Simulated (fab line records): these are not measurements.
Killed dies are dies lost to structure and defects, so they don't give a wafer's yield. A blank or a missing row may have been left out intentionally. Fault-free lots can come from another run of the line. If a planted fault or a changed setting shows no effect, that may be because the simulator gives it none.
Commonality check across tools ; flow rit-cmos ; 45 wafers sampled across 15 lots

## REASON FOR OPENING
Of 15 lots, 3 have the reading REOX_OXIDE_THK flagged at RIT_REOX_THK_MEAS_04. Fault-free wafers read 25.5 nm, with a standard deviation of 0.56.
Rule: a lot is flagged when every wafer of it that has a number lies more than 4 standard deviations from that mean, or none has a number. The other lots count as sound.

lot;measured;on;REOX_OXIDE_THK (nm), wafer by wafer;flag
L962;day 2 21:43;film-metro-02;24.4 24.8 24.7;
L964;day 3 09:07;film-metro-02;25.3 25.1 24.8;
L965;day 3 12:34;film-metro-04;25.1 24.5 24.7;
L966;day 3 19:07;film-metro-03;25.7 25.8 25.9;
L967;day 3 23:40;film-metro-02;25.2 25.5 25.5;
L968;day 4 03:53;film-metro-03;25.3 25.1 25.4;
L969;day 4 09:47;film-metro-04;24.8 24.7 24.5;
L973;day 5 07:46;film-metro-04;40.5 39.5 40.3;FLAGGED
L974;day 5 10:33;film-metro-02;25.8 25.8 25.7;
L975;day 5 15:04;film-metro-04;26.1 26.0 26.3;
L976;day 6 00:35;film-metro-04;40.4 40.4 40.3;FLAGGED
L977;day 6 05:31;film-metro-02;41.5 41.6 41.7;FLAGGED
L980;day 6 19:29;film-metro-03;25.3 24.8 25.2;
L982;day 7 02:07;film-metro-04;25.3 25.6 25.9;
L984;day 7 11:12;film-metro-03;25.8 26.0 25.9;
The numbers of the flagged lots are 40.7 nm on average: +15.2 nm against the usual, or +27 standard deviations.

## EACH LOT AND THE TOOL IT RAN ON
The record keeps 1 process step preceding the reading, out of 202 steps on the route. In each cell: the tool, then ch and the chambers that the sampled wafers went through, then the start.
lot;flag;RIT_REOX_OXIDATION_03
L962;;furnace-02 ch 0, day 2 19:10
L964;;furnace-01 ch 0, day 3 06:32
L965;;furnace-01 ch 0, day 3 09:59
L966;;furnace-03 ch 0, day 3 16:34
L967;;furnace-03 ch 0, day 3 21:07
L968;;furnace-02 ch 0, day 4 01:20
L969;;furnace-01 ch 0, day 4 07:14
L973;FLAGGED;furnace-03 ch 0, day 5 02:29
L974;;furnace-02 ch 0, day 5 08:00
L975;;furnace-02 ch 0, day 5 12:31
L976;FLAGGED;furnace-01 ch 0, day 5 18:44 and furnace-03 ch 0, day 5 22:02
L977;FLAGGED;furnace-01 ch 0, day 6 00:15
L980;;furnace-02 ch 0, day 6 16:55
L982;;furnace-03 ch 0, day 6 23:33
L984;;furnace-01 ch 0, day 7 08:38
What is done by these steps:
- RIT_REOX_OXIDATION_03: target thk 25.2 nm, ox time 5580 s.
- RIT_REOX_THK_MEAS_04

## FLAGGED OVER TOTAL, TOOL BY TOOL (the gauges that took the reading come last)
step;tool;lots run;flagged;share of the flagged lots;sound lots run after its first flagged lot
RIT_REOX_OXIDATION_03;furnace-01;6;2;some;1 (L984)
RIT_REOX_OXIDATION_03;furnace-02;5;0;none;-
RIT_REOX_OXIDATION_03;furnace-03;5;2;some;1 (L982)
RIT_REOX_THK_MEAS_04;film-metro-02;5;1;some;0
RIT_REOX_THK_MEAS_04;film-metro-03;4;0;none;-
RIT_REOX_THK_MEAS_04;film-metro-04;6;2;some;2 (L975,L982)

## THE TABLE: WHAT IT ALLOWS
No row of the table ran every flagged lot.

## WHAT THE SIMULATOR HAD PUT IN
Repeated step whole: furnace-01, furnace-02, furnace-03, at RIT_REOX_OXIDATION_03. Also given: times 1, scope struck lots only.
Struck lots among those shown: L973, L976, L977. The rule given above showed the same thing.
